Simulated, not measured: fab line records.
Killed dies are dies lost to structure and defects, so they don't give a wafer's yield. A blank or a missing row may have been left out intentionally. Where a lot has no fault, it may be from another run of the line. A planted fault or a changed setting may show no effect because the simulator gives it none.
Check of tool commonality	flow berkeley cmos170	15 lots, 45 wafers sampled

THE REASON FOR OPENING IT
3 of 15 lots carry a flag on the reading NSD_RS at UCB170_SDANNEAL_RS_MEAS_03. No-fault wafers: 37.25 ohm/sq, standard deviation 0.082.
Rule: a lot is flagged in two cases, either no wafer of it has a number, or all its wafers with numbers fall more than 4 standard deviations from that mean. As for the other lots, they are considered sound.

lot	measured	on	NSD_RS (ohm/sq), wafer by wafer	flag
L239	day 8 08:14	film metro-01	37.30 37.28 37.31	
L238	day 8 09:49	film metro-01	37.30 37.25 37.21	
L241	day 8 18:36	film metro-04	37.43 37.34 37.25	
L240	day 8 19:23	film metro-01	37.26 37.32 37.32	
L244	day 8 21:30	film metro-04	37.44 37.34 37.42	
L245	day 9 17:38	film metro-04	39.27 39.31 39.41	FLAGGED
L248	day 10 02:53	film metro-04	39.68 39.56 39.72	FLAGGED
L251	day 10 07:57	film metro-03	37.22 37.24 37.27	
L249	day 10 08:18	film metro-01	39.54 39.47 39.38	FLAGGED
L254	day 11 08:19	film metro-04	37.30 37.22 37.27	
L252	day 11 08:35	film metro-03	37.28 37.19 37.28	
L258	day 12 12:22	film metro-04	37.42 37.33 37.32	
L260	day 12 12:38	film metro-01	37.30 37.33 37.35	
L259	day 12 13:02	film metro-04	37.27 37.30 37.31	
L261	day 13 00:50	film metro-04	37.21 37.16 37.22	
The mean of the flagged lots' numbers is 39.48 ohm/sq, +2.23 ohm/sq from the usual (+27 standard deviations).

LOT BY LOT: THE TOOL USED
Before the reading, the record contains 2 process steps out of a 331-step route. Each cell gives the tool, then ch followed by the chambers the sampled wafers passed through, then the start.
lot	flag	UCB170_NSD_IMPLANT_08	UCB170_NSD_STRIP_09
L239		implanter-01 ch 0, day 8 06:01	plasma asher-02 ch 0,1, day 8 06:10
L238		implanter-02 ch 0, day 8 07:10	plasma asher-01 ch 0,1, day 8 07:18
L241		implanter-02 ch 0, day 8 17:05	plasma asher-01 ch 0,1, day 8 17:14
L240		implanter-01 ch 0, day 8 17:28	plasma asher-04 ch 0,1, day 8 17:35
L244		implanter-04 ch 0, day 8 19:51	plasma asher-04 ch 0,1, day 8 19:59
L245	FLAGGED	implanter-02 ch 0, day 9 14:50	plasma asher-02 ch 0,1, day 9 14:58
L248	FLAGGED	implanter-02 ch 0, day 10 01:14	plasma asher-01 ch 0,1, day 10 01:22
L251		implanter-01 ch 0, day 10 06:30	plasma asher-02 ch 0,1, day 10 06:39
L249	FLAGGED	implanter-02 ch 0, day 10 06:43	plasma asher-01 ch 0,1, day 10 06:52
L254		implanter-04 ch 0, day 11 06:08	plasma asher-04 ch 0,1, day 11 06:17
L252		implanter-01 ch 0, day 11 06:36	plasma asher-02 ch 0,1, day 11 06:45
L258		implanter-04 ch 0, day 12 10:53	plasma asher-04 ch 0,1, day 12 11:00
L260		implanter-02 ch 0, day 12 11:12	plasma asher-01 ch 0,1, day 12 11:19
L259		implanter-04 ch 0, day 12 11:31	plasma asher-02 ch 0,1, day 12 11:39
L261		implanter-04 ch 0, day 12 23:23	plasma asher-04 ch 0,1, day 12 23:32
These steps, and what they do:
- UCB170_NSD_IMPLANT_08
- UCB170_NSD_STRIP_09: strips in O2.
- UCB170_SDANNEAL_RS_MEAS_03: measures by four-point-probe.

FLAGGED AGAINST TOTAL, ONE TOOL AT A TIME (gauges that did the reading follow at the end)
step	tool	lots run	flagged	share of the flagged lots	sound lots run after its first flagged lot
UCB170_NSD_IMPLANT_08	implanter-01	4	0	none	-
UCB170_NSD_IMPLANT_08	implanter-02	6	3	all	1 (L260)
UCB170_NSD_IMPLANT_08	implanter-04	5	0	none	-
UCB170_NSD_STRIP_09	plasma asher-01	5	2	some	1 (L260)
UCB170_NSD_STRIP_09	plasma asher-02	5	1	some	3 (L251,L252,L259)
UCB170_NSD_STRIP_09	plasma asher-04	5	0	none	-
UCB170_SDANNEAL_RS_MEAS_03	film metro-01	5	1	some	1 (L260)
UCB170_SDANNEAL_RS_MEAS_03	film metro-03	2	0	none	-
UCB170_SDANNEAL_RS_MEAS_03	film metro-04	8	2	some	4 (L254,L258,L259,L261)

THE TABLE: WHAT IT ALLOWS
Rows of the table that ran each flagged lot: 1, that is implanter-02 at UCB170_NSD_IMPLANT_08.
- implanter-02 at UCB170_NSD_IMPLANT_08 ran 6 lots, 3 of them flagged. Sound lots followed the first flagged one (L260) on it, something a lasting fault affecting the whole tool could not allow.
There is no row in the table that ran each flagged lot and no sound lot after the first.

WHAT THE SIMULATOR HAD INSERTED
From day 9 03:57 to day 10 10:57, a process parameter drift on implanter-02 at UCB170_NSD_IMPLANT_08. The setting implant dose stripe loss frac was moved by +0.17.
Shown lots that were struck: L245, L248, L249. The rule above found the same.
